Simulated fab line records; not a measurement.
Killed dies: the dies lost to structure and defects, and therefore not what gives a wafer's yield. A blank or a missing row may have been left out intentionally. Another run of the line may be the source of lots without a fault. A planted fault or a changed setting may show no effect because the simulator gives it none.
fab line records	flow rit_cmos
[record] lots = 5	wafers = 15	last_day = 6
route steps=202 shown PLDD@124 SPACER@125 NSD@131 PSD@142 SDANNEAL@153
lots that met no fault: taken from a fault-free run of the same line
start_h: the number of hours between the record's first day and the start of the first shown wafer of the lot	wait_h: hours from the lot's prior step to this one	" repeats the value in the row above	L1.1+2: a single row standing in for several wafers	- no value, or no start given	* or withheld: withheld	< > ~ a bound
route shown NAME@n: a module of which the file shows steps, and the number in the route of the first	usual: mean/standard deviation of fault-free wafers	same: alike in all rows	chamber/n: place in a boat	sites: per-site readings	_std_site: their standard deviation	_edge_site: the outer-site mean with the inner-site mean subtracted	radius_mm: how far each site lies from the wafer's centre	mask NAME#n: copy n	behind: the last tool/chamber to shape the wafer	hold: the reason the lot was held/the length of the hold in hours/how it ended	device: which transistor (n, p or np) failed to switch	end of line: tests run on the same wafers once the route is complete	where a step has no rows: the recipe by itself	killed: dies lost to structure and defects at the first sort, not the wafer's yield	map: dies across one wafer; x = killed, . = not, _ = none there
set.NAME: the run value of the setting; set.NAME@STEP: its run value at that earlier step	model.NAME: the simulator's own value behind a step, which no gauge read
lots at some steps of the route; a table a step, a row a wafer
services: the hour from which a tool's chamber was out of use, counted from the record's first day as start_h (under 0 if before that day), plus the number of hours and why
[[steps]]
[step RIT_PLDD_TW_MEAS_10]
[usual] PLDD_TW = 2346/8.6
lot.wafer	tool	chamber	start_h	wait_h	PLDD_TW
L075.3	film_metro-01	-	56.00	0.1	2360
L075.5	"	-	"	"	2359
L075.6	"	-	"	"	2360
L077.2	film_metro-03	-	65.51	0.1	2340
L077.3	"	-	"	"	2335
L077.4	"	-	"	"	2337
L082.2	film_metro-02	-	88.46	0.1	2348
L082.3	"	-	"	"	2353
L082.5	"	-	"	"	2339
L088.1	film_metro-02	-	118.14	0.1	2340
L088.4	"	-	"	"	2332
L088.5	"	-	"	"	2345
L092.2	film_metro-03	-	138.02	0.1	2339
L092.4	"	-	"	"	2351
L092.5	"	-	"	"	2348
[step RIT_SPACER_CLEAN_00]
[recipe] chemistry = SC1	mix = 3:3:50	time_s = 600	temp_c = 75
lot.wafer	tool	chamber	start_h	wait_h
L075.3+5+6	wet_bench-03	0	56.04	0.0
L077.2+3+4	wet_bench-03	0	65.56	0.0
L082.2+3+5	wet_bench-04	0	88.51	0.0
L088.1+4+5	wet_bench-04	2	118.20	0.1
L092.2+4+5	wet_bench-03	2	138.07	0.0
[step RIT_SPACER_CLEAN_01]
[recipe] chemistry = dHF	dilution = 50:1	time_s = 30
lot.wafer	tool	chamber	start_h	wait_h
L075.3+5+6	wet_bench-02	3	56.21	0.0
L077.2+3+4	wet_bench-03	1	65.75	0.0
L082.2+3+5	wet_bench-03	0	88.69	0.0
L088.1+4+5	wet_bench-02	3	118.38	0.0
L092.2+4+5	wet_bench-02	2	138.24	0.0
[step RIT_SPACER_CLEAN_02]
[recipe] chemistry = SC2	mix = 3:3:50	time_s = 600	temp_c = 75	dry = n2_spin
lot.wafer	tool	chamber	start_h	wait_h
L075.3+5+6	wet_bench-03	2	56.23	0.0
L077.2+3+4	wet_bench-03	3	65.77	0.0
L082.2+3+5	wet_bench-02	3	88.70	0.0
L088.1+4+5	wet_bench-04	2	118.39	0.0
L092.2+4+5	wet_bench-03	2	138.26	0.0
[step RIT_SPACER_CVD_03]
[recipe] material = Si3N4	target_thk_nm = 250	temp_c = 810	precursor = SiH2Cl2/NH3	time_s = 3300	pressure_mtorr = 300	sih2cl2_flow_sccm = 60	nh3_flow_sccm = 150
lot.wafer	tool	chamber	start_h	wait_h
L075.3+5+6	lpcvd-02	0	56.41	0.0
L077.2+3+4	lpcvd-02	0	65.96	0.0
L082.2+3+5	lpcvd-02	0	88.88	0.0
L088.1+4+5	lpcvd-01	0	118.57	0.0
L092.2+4+5	lpcvd-01	0	138.53	0.1
[step RIT_SPACER_THK_MEAS_04]
[recipe] reads = Si3N4_of_SPACER_CVD_03
[usual] SPACER_NITRIDE_THK = 249.5/3
lot.wafer	tool	chamber	start_h	wait_h	SPACER_NITRIDE_THK[nm]
L075.3	film_metro-04	-	58.34	0.0	252.5
L075.5	"	-	"	"	252.5
L075.6	"	-	"	"	250.3
L077.2	film_metro-03	-	67.88	0.0	246.6
L077.3	"	-	"	"	247.1
L077.4	"	-	"	"	247.2
L082.2	film_metro-03	-	90.81	0.0	244.3
L082.3	"	-	"	"	245.9
L082.5	"	-	"	"	245.6
L088.1	film_metro-04	-	120.49	0.0	248.8
L088.4	"	-	"	"	248.0
L088.5	"	-	"	"	248.6
L092.2	film_metro-01	-	140.46	0.0	244.5
L092.4	"	-	"	"	244.6
L092.5	"	-	"	"	244.1
[step RIT_SPACER_ETCHBACK_05]
[recipe] target_depth_a = 2500	SF6_flow_sccm = 30	CHF3_flow_sccm = 30	target = Si3N4	chemistry = SF6/CHF3	pressure_mtorr = 40	rf_w = 250	time_s = 240	stop_on = SiO2
[usual] drypump_motor_current_A = 5.5/0.43	oes_product_au = 0.841/0.014	rf_fwd_power_W = 249.3/0.72	throttle_valve_pct = 10.22/0.15
lot.wafer	tool	chamber	start_h	wait_h	drypump_motor_current_A	oes_product_au	rf_fwd_power_W	rf_hours_counter_h	throttle_valve_pct
L075.3	rie_diel-03	3	58.38	0.0	5.8	0.841	248.9	127	10.19
L075.5	"	1	"	"	5.5	0.841	248.5	-	10.36
L075.6	"	2	"	"	4.9	0.832	249.7	-	10.18
L077.2	rie_diel-03	0	67.93	0.0	5.6	0.845	248.7	119	10.03
L077.3	"	3	"	"	5.8	0.843	250.1	127	10.18
L077.4	"	2	"	"	4.9	0.833	248.5	7	10.15
L082.2	rie_diel-04	0	90.86	0.0	5.5	0.840	249.6	12	10.48
L082.3	"	2	"	"	5.5	0.814	248.3	7	10.12
L082.5	"	0	"	"	5.5	0.837	248.6	-	10.49
L088.1	rie_diel-03	0	120.55	0.1	5.5	0.860	249.8	120	10.01
L088.4	"	2	"	"	4.9	0.832	249.7	8	10.17
L088.5	"	3	"	"	5.8	0.848	248.5	-	10.19
L092.2	rie_diel-03	1	140.51	0.0	5.5	0.830	250.1	34	10.36
L092.4	"	2	"	"	4.9	0.813	249.3	-	10.16
L092.5	"	0	"	"	5.6	0.842	249.3	-	10.02
[step RIT_NSD_HMDS_00]
[recipe] prime_time_s = 60	prime_temp_c = 140
[usual] prime_temp_c = 140.01/0.14
lot.wafer	tool	chamber	start_h	wait_h	prime_temp_c
L075.3	litho_track-01	0	58.58	0.1	139.97
L075.5	"	0	"	"	139.90
L075.6	"	0	"	"	139.96
L077.2	litho_track-01	0	68.16	0.2	140.11
L077.3	"	0	"	"	140.20
L077.4	"	0	"	"	140.30
L082.2	litho_track-03	0	91.03	0.1	140.09
L082.3	"	0	"	"	140.14
L082.5	"	0	"	"	140.05
L088.1	litho_track-01	0	120.70	0.1	140.06
L088.4	"	0	"	"	139.89
L088.5	"	0	"	"	140.11
L092.2	litho_track-03	0	140.68	0.1	139.98
L092.4	"	0	"	"	139.75
L092.5	"	0	"	"	139.93
[step RIT_NSD_COAT_01]
[recipe] resist = NOVOLAK	spin_rpm = 3250	resist_thk_nm = 1000
lot.wafer	tool	chamber	start_h	wait_h
L075.3+5+6	litho_track-01	0	58.73	0.1
L077.2+3+4	litho_track-01	0	68.31	0.1
L082.2+3+5	litho_track-03	0	91.18	0.1
L088.1+4+5	litho_track-01	0	120.85	0.1
L092.2+4+5	litho_track-03	0	140.83	0.1
[step RIT_NSD_SOFTBAKE_02]
[recipe] resist = NOVOLAK	temp_c = 90	time_s = 60
lot.wafer	tool	chamber	start_h	wait_h
L075.3+5+6	litho_track-01	0	58.88	0.1
L077.2+3+4	litho_track-01	0	68.46	0.1
L082.2+3+5	litho_track-03	0	91.33	0.1
L088.1+4+5	litho_track-01	0	121.00	0.1
L092.2+4+5	litho_track-03	0	140.98	0.1
[step RIT_NSD_EXPOSE_03]
[recipe] mask_id = M9	na = 0.57	target_cd_nm = 40700	dose_mj = 250
[usual] exposure_dose_mJ_cm2 = 250.02/0.25
[same] na = 0.57
lot.wafer	tool	chamber	start_h	wait_h	mask	exposure_dose_mJ_cm2
L075.3	iline_stepper-01	0	59.15	0.2	M9#0	250.40
L075.5	"	0	"	"	M9#0	250.35
L075.6	"	0	"	"	M9#0	250.33
L077.2	iline_stepper-02	0	68.73	0.2	M9#0	250.06
L077.3	"	0	"	"	M9#0	250.04
L077.4	"	0	"	"	M9#0	250.35
L082.2	iline_stepper-01	0	91.48	0.1	M9#0	249.96
L082.3	"	0	"	"	M9#0	249.79
L082.5	"	0	"	"	M9#0	249.93
L088.1	iline_stepper-01	0	121.15	0.1	M9#0	249.98
L088.4	"	0	"	"	M9#0	249.98
L088.5	"	0	"	"	M9#0	250.05
L092.2	iline_stepper-01	0	141.13	0.1	M9#0	250.18
L092.4	"	0	"	"	M9#0	250.14
L092.5	"	0	"	"	M9#0	249.99
[step RIT_NSD_PEB_04]
[recipe] resist = NOVOLAK	temp_c = withheld	time_s = withheld
lot.wafer	tool	chamber	start_h	wait_h
L075.3+5+6	litho_track-01	0	59.27	0.1
L077.2+3+4	litho_track-03	0	68.89	0.1
L082.2+3+5	litho_track-01	0	91.60	0.1
L088.1+4+5	litho_track-01	0	121.26	0.1
L092.2+4+5	litho_track-03	0	141.25	0.1
[step RIT_NSD_DEVELOP_05]
[recipe] resist = NOVOLAK	develop_time_s = 50	dev_temp_c = 23
lot.wafer	tool	chamber	start_h	wait_h
L075.3+5+6	litho_track-01	0	-	-
L077.2+3+4	litho_track-03	0	-	-
L082.2+3+5	litho_track-01	0	-	-
L088.1+4+5	litho_track-01	0	-	-
L092.2+4+5	litho_track-03	0	-	-
[step RIT_NSD_OVL_MEAS_06]
[usual] NSD_OVL = 1.2/1.5
lot.wafer	tool	chamber	start_h	wait_h	NSD_OVL[nm]
L075.3	overlay-02	-	59.52	-	0.7
L075.5	"	-	"	"	0.5
L075.6	"	-	"	"	-1.1
L077.2	overlay-02	-	69.15	-	-1.5
L077.3	"	-	"	"	-0.8
L077.4	"	-	"	"	-0.9
L082.2	overlay-01	-	91.86	-	2.2
L082.3	"	-	"	"	1.3
L082.5	"	-	"	"	0.8
L088.1	overlay-01	-	121.55	-	2.1
L088.4	"	-	"	"	1.0
L088.5	"	-	"	"	2.6
L092.2	overlay-01	-	141.51	-	1.0
L092.4	"	-	"	"	2.5
L092.5	"	-	"	"	-0.1
[step RIT_NSD_HARDBAKE_07]
[recipe] resist = NOVOLAK	temp_c = 140	time_s = 60
lot.wafer	tool	chamber	start_h	wait_h
L075.3+5+6	litho_track-01	0	59.59	0.1
L077.2+3+4	litho_track-01	0	69.20	0.0
L082.2+3+5	litho_track-01	0	91.92	0.0
L088.1+4+5	litho_track-03	0	121.58	0.0
L092.2+4+5	litho_track-01	0	141.57	0.0
[step RIT_NSD_IMPLANT_08]
[recipe] species = P	energy_kev = 25	dose_cm2 = 1e+15	tilt_deg = 7
lot.wafer	tool	chamber	start_h	wait_h
L075.3+5+6	implanter-01	0	59.74	0.1
L077.2+3+4	implanter-01	0	69.35	0.1
L082.2+3+5	implanter-01	0	92.07	0.1
L088.1+4+5	implanter-01	0	121.73	0.1
L092.2+4+5	implanter-02	0	141.72	0.1
[step RIT_NSD_STRIP_09]
[recipe] chemistry = O2	time_s = 180	resist = NOVOLAK	platen_temp_c = withheld	power_w = 500	pressure_mtorr = 4000	o2_flow_sccm = 4000
[usual] drypump_motor_current_A = 5.5/0.49
lot.wafer	tool	chamber	start_h	wait_h	drypump_motor_current_A	rf_hours_counter_h
L075.3	plasma_asher-01	1	59.90	0.1	4.8	-
L075.5	"	1	"	"	4.8	-
L075.6	"	0	"	"	5.8	-
L077.2	plasma_asher-01	0	69.48	0.1	5.8	39
L077.3	"	1	"	"	4.8	-
L077.4	"	0	"	"	5.8	-
L082.2	plasma_asher-03	1	92.19	0.1	6.1	46
L082.3	"	1	"	"	6.1	-
L082.5	"	1	"	"	6.1	-
L088.1	plasma_asher-03	0	121.88	0.1	5.2	0
L088.4	"	1	"	"	6.1	-
L088.5	"	0	"	"	5.3	-
L092.2	plasma_asher-01	0	141.84	0.1	5.8	48
L092.4	"	1	"	"	4.8	-
L092.5	"	1	"	"	4.8	-
[step RIT_NSD_TW_MEAS_10]
[usual] NSD_TW = 3120/12
lot.wafer	tool	chamber	start_h	wait_h	NSD_TW
L075.3	film_metro-02	-	60.04	0.1	3126
L075.5	"	-	"	"	3150
L075.6	"	-	"	"	3130
L077.2	film_metro-03	-	69.66	0.1	3123
L077.3	"	-	"	"	3110
L077.4	"	-	"	"	3124
L082.2	film_metro-02	-	92.38	0.1	3122
L082.3	"	-	"	"	3118
L082.5	"	-	"	"	3113
L088.1	film_metro-02	-	122.06	0.1	3106
L088.4	"	-	"	"	3106
L088.5	"	-	"	"	3110
L092.2	film_metro-02	-	142.03	0.1	3112
L092.4	"	-	"	"	3111
L092.5	"	-	"	"	3113
[step RIT_PSD_HMDS_00]
[recipe] prime_time_s = 60	prime_temp_c = 140
[usual] prime_temp_c = 140.05/0.14
lot.wafer	tool	chamber	start_h	wait_h	prime_temp_c
L075.3	litho_track-04	0	60.13	0.1	140.17
L075.5	"	0	"	"	140.24
L075.6	"	0	"	"	140.22
L077.2	litho_track-02	0	69.74	0.1	139.80
L077.3	"	0	"	"	139.87
L077.4	"	0	"	"	139.72
L082.2	litho_track-02	0	92.45	0.1	140.37
L082.3	"	0	"	"	140.00
L082.5	"	0	"	"	140.09
L088.1	litho_track-02	0	122.12	0.1	139.95
L088.4	"	0	"	"	140.18
L088.5	"	0	"	"	139.91
L092.2	litho_track-04	0	142.10	0.1	139.90
L092.4	"	0	"	"	140.01
L092.5	"	0	"	"	139.97
[step RIT_PSD_COAT_01]
[recipe] resist = NOVOLAK	spin_rpm = 3250	resist_thk_nm = 1000
lot.wafer	tool	chamber	start_h	wait_h
L075.3+5+6	litho_track-04	0	60.28	0.1
L077.2+3+4	litho_track-02	0	69.89	0.1
L082.2+3+5	litho_track-02	0	92.60	0.1
L088.1+4+5	litho_track-02	0	122.27	0.1
L092.2+4+5	litho_track-04	0	142.25	0.1
[step RIT_PSD_SOFTBAKE_02]
[recipe] resist = NOVOLAK	temp_c = 90	time_s = 60
lot.wafer	tool	chamber	start_h	wait_h
L075.3+5+6	litho_track-04	0	60.43	0.1
L077.2+3+4	litho_track-02	0	70.04	0.1
L082.2+3+5	litho_track-02	0	92.75	0.1
L088.1+4+5	litho_track-02	0	122.42	0.1
L092.2+4+5	litho_track-04	0	142.40	0.1
[step RIT_PSD_EXPOSE_03]
[recipe] mask_id = M10	na = 0.57	target_cd_nm = 40900	dose_mj = 250
[usual] exposure_dose_mJ_cm2 = 249.98/0.24
[same] na = 0.57
lot.wafer	tool	chamber	start_h	wait_h	mask	exposure_dose_mJ_cm2
L075.3	iline_stepper-01	0	60.69	0.2	M10#0	249.99
L075.5	"	0	"	"	M10#0	250.16
L075.6	"	0	"	"	M10#0	250.14
L077.2	iline_stepper-02	0	70.18	0.1	M10#0	250.22
L077.3	"	0	"	"	M10#0	250.11
L077.4	"	0	"	"	M10#0	250.42
L082.2	iline_stepper-01	0	92.90	0.1	M10#0	249.89
L082.3	"	0	"	"	M10#0	250.01
L082.5	"	0	"	"	M10#0	250.33
L088.1	iline_stepper-02	0	122.69	0.2	M10#0	250.24
L088.4	"	0	"	"	M10#0	250.29
L088.5	"	0	"	"	M10#0	250.10
L092.2	iline_stepper-01	0	142.67	0.2	M10#0	249.91
L092.4	"	0	"	"	M10#0	250.44
L092.5	"	0	"	"	M10#0	250.24
[step RIT_PSD_PEB_04]
[recipe] resist = NOVOLAK	temp_c = withheld	time_s = withheld
lot.wafer	tool	chamber	start_h	wait_h
L075.3+5+6	litho_track-03	0	60.82	0.1
L077.2+3+4	litho_track-03	0	70.31	0.1
L082.2+3+5	litho_track-04	0	93.02	0.1
L088.1+4+5	litho_track-03	0	122.82	0.1
L092.2+4+5	litho_track-03	0	142.79	0.1
[step RIT_PSD_DEVELOP_05]
[recipe] resist = NOVOLAK	develop_time_s = 50	dev_temp_c = 23
lot.wafer	tool	chamber	start_h	wait_h
L075.3+5+6	litho_track-03	0	-	-
L077.2+3+4	litho_track-03	0	-	-
L082.2+3+5	litho_track-04	0	-	-
L088.1+4+5	litho_track-03	0	-	-
L092.2+4+5	litho_track-03	0	-	-
[step RIT_PSD_OVL_MEAS_06]
[usual] PSD_OVL = 0.8/1.8
lot.wafer	tool	chamber	start_h	wait_h	PSD_OVL[nm]
L075.3	overlay-02	-	61.07	-	-0.5
L075.5	"	-	"	"	-0.7
L075.6	"	-	"	"	0.6
L077.2	overlay-02	-	70.57	-	2.1
L077.3	"	-	"	"	1.2
L077.4	"	-	"	"	0.5
L082.2	overlay-02	-	93.28	-	-1.3
L082.3	"	-	"	"	-1.0
L082.5	"	-	"	"	-1.6
L088.1	overlay-01	-	123.10	-	2.6
L088.4	"	-	"	"	2.8
L088.5	"	-	"	"	1.5
L092.2	overlay-01	-	143.06	-	1.9
L092.4	"	-	"	"	2.7
L092.5	"	-	"	"	1.9
[step RIT_PSD_HARDBAKE_07]
[recipe] resist = NOVOLAK	temp_c = 140	time_s = 60
lot.wafer	tool	chamber	start_h	wait_h
L075.3+5+6	litho_track-04	0	61.14	0.1
L077.2+3+4	litho_track-02	0	70.63	0.0
L082.2+3+5	litho_track-02	0	93.34	0.0
L088.1+4+5	litho_track-03	0	123.14	0.0
L092.2+4+5	litho_track-03	0	143.11	0.0
[step RIT_PSD_IMPLANT_08]
[recipe] species = BF2	energy_kev = 27	dose_cm2 = 5e+15	tilt_deg = 7
lot.wafer	tool	chamber	start_h	wait_h
L075.3+5+6	implanter-02	0	61.29	0.1
L077.2+3+4	implanter-02	0	70.78	0.1
L082.2+3+5	implanter-01	0	93.49	0.1
L088.1+4+5	implanter-01	0	123.29	0.1
L092.2+4+5	implanter-02	0	143.26	0.1
[step RIT_PSD_STRIP_09]
[recipe] chemistry = O2	time_s = 180	resist = NOVOLAK	platen_temp_c = withheld	power_w = 500	pressure_mtorr = 4000	o2_flow_sccm = 4000
[usual] drypump_motor_current_A = 5.4/0.42
lot.wafer	tool	chamber	start_h	wait_h	drypump_motor_current_A	rf_hours_counter_h
L075.3	plasma_asher-02	1	61.45	0.1	5.1	-
L075.5	"	0	"	"	5.2	-
L075.6	"	1	"	"	5.1	-
L077.2	plasma_asher-02	0	70.90	0.1	5.3	29
L077.3	"	1	"	"	5.1	-
L077.4	"	0	"	"	5.3	-
L082.2	plasma_asher-02	1	93.61	0.1	5.1	31
L082.3	"	0	"	"	5.2	-
L082.5	"	0	"	"	5.3	-
L088.1	plasma_asher-02	0	123.44	0.1	5.3	35
L088.4	"	0	"	"	5.3	-
L088.5	"	0	"	"	5.2	-
L092.2	plasma_asher-04	1	143.39	0.1	6.1	50
L092.4	"	1	"	"	6.1	-
L092.5	"	1	"	"	6.1	-
[step RIT_PSD_TW_MEAS_10]
[usual] PSD_TW = 3428/15
lot.wafer	tool	chamber	start_h	wait_h	PSD_TW
L075.3	film_metro-03	-	61.58	0.1	3437
L075.5	"	-	"	"	3421
L075.6	"	-	"	"	3442
L077.2	film_metro-02	-	71.09	0.1	3456
L077.3	"	-	"	"	3442
L077.4	"	-	"	"	3410
L082.2	film_metro-03	-	93.80	0.1	3435
L082.3	"	-	"	"	3438
L082.5	"	-	"	"	3446
L088.1	film_metro-03	-	123.61	0.1	3403
L088.4	"	-	"	"	3436
L088.5	"	-	"	"	3444
L092.2	film_metro-01	-	143.57	0.1	3439
L092.4	"	-	"	"	3423
L092.5	"	-	"	"	3437
[step RIT_SDANNEAL_CLEAN_00]
[recipe] chemistry = SC1	mix = 3:3:50	time_s = 600	temp_c = 75
lot.wafer	tool	chamber	start_h	wait_h
L075.3+5+6	wet_bench-01	3	61.62	0.0
L077.2+3+4	wet_bench-02	1	71.14	0.0
L082.2+3+5	wet_bench-02	2	93.85	0.0
L088.1+4+5	wet_bench-01	3	123.67	0.1
L092.2+4+5	wet_bench-04	2	143.62	0.0
[step RIT_SDANNEAL_CLEAN_01]
[recipe] chemistry = dHF	dilution = 50:1	time_s = 30
lot.wafer	tool	chamber	start_h	wait_h
L075.3+5+6	wet_bench-04	1	61.80	0.0
L077.2+3+4	wet_bench-04	2	71.33	0.0
L082.2+3+5	wet_bench-01	1	94.02	0.0
L088.1+4+5	wet_bench-04	1	123.85	0.0
L092.2+4+5	wet_bench-02	1	143.80	0.0
[step RIT_SDANNEAL_CLEAN_02]
[recipe] chemistry = SC2	mix = 3:3:50	time_s = 600	temp_c = 75	dry = n2_spin
lot.wafer	tool	chamber	start_h	wait_h
L075.3+5+6	wet_bench-01	0	61.82	0.0
L077.2+3+4	wet_bench-02	3	71.34	0.0
L082.2+3+5	wet_bench-04	3	94.04	0.0
L088.1+4+5	wet_bench-02	0	123.86	0.0
L092.2+4+5	wet_bench-01	2	143.82	0.0
[step RIT_SDANNEAL_RTA_03]
[recipe] temp_c = 1050	time_s = 5	idle_temp_c = 600	ramp_up_c_per_s = 342	ramp_down_c_per_s = 171	cool_to_c = 600	ambient = N2
[usual] wafer_temp_C_max = 1053.5/1.1
lot.wafer	tool	chamber	start_h	wait_h	wafer_temp_C_max
L075.3	rtp_anneal-01	0	62.01	0.0	1054.4
L075.5	"	0	"	"	1052.2
L075.6	"	0	"	"	1055.5
L077.2	rtp_anneal-01	0	71.54	0.0	1053.2
L077.3	"	0	"	"	1054.2
L077.4	"	0	"	"	1053.0
L082.2	rtp_anneal-02	0	94.22	0.0	1054.6
L082.3	"	0	"	"	1052.0
L082.5	"	0	"	"	1053.4
L088.1	rtp_anneal-02	0	124.04	0.0	1052.6
L088.4	"	0	"	"	1053.5
L088.5	"	0	"	"	1053.5
L092.2	rtp_anneal-02	0	144.02	0.0	1052.7
L092.4	"	0	"	"	1052.7
L092.5	"	0	"	"	1053.4
[[services]]
tool	chamber	start_h	hours	kind
rtp_anneal-02	-	45.17	2.7	pm
iline_stepper-01	-	61.48	1.7	pm
implanter-02	-	64.13	5.5	pm
iline_stepper-01	0	71.56	-	calibration
rie_diel-04	3	86.84	2.3	repair
plasma_asher-03	-	86.96	2.8	repair
iline_stepper-02	-	95.08	4.4	pm
iline_stepper-01	-	106.96	4.4	pm
plasma_asher-03	-	108.75	9.0	pm
plasma_asher-03	0	108.75	9.0	vent_cycle
plasma_asher-03	1	108.75	9.0	vent_cycle
iline_stepper-02	-	115.69	1.7	pm
plasma_asher-03	0	117.75	-	clean
plasma_asher-03	1	117.75	-	clean
rie_diel-04	0	125.20	9.8	repair
lpcvd-02	-	125.28	0.9	repair
wet_bench-02	-	126.56	1.8	repair
rie_diel-04	-	128.07	13.8	repair
rie_diel-04	3	129.12	3.5	repair
rie_diel-03	3	131.54	16.4	repair
implanter-01	-	134.04	2.3	repair
plasma_asher-04	-	136.28	2.8	pm
[[key]]
fault none
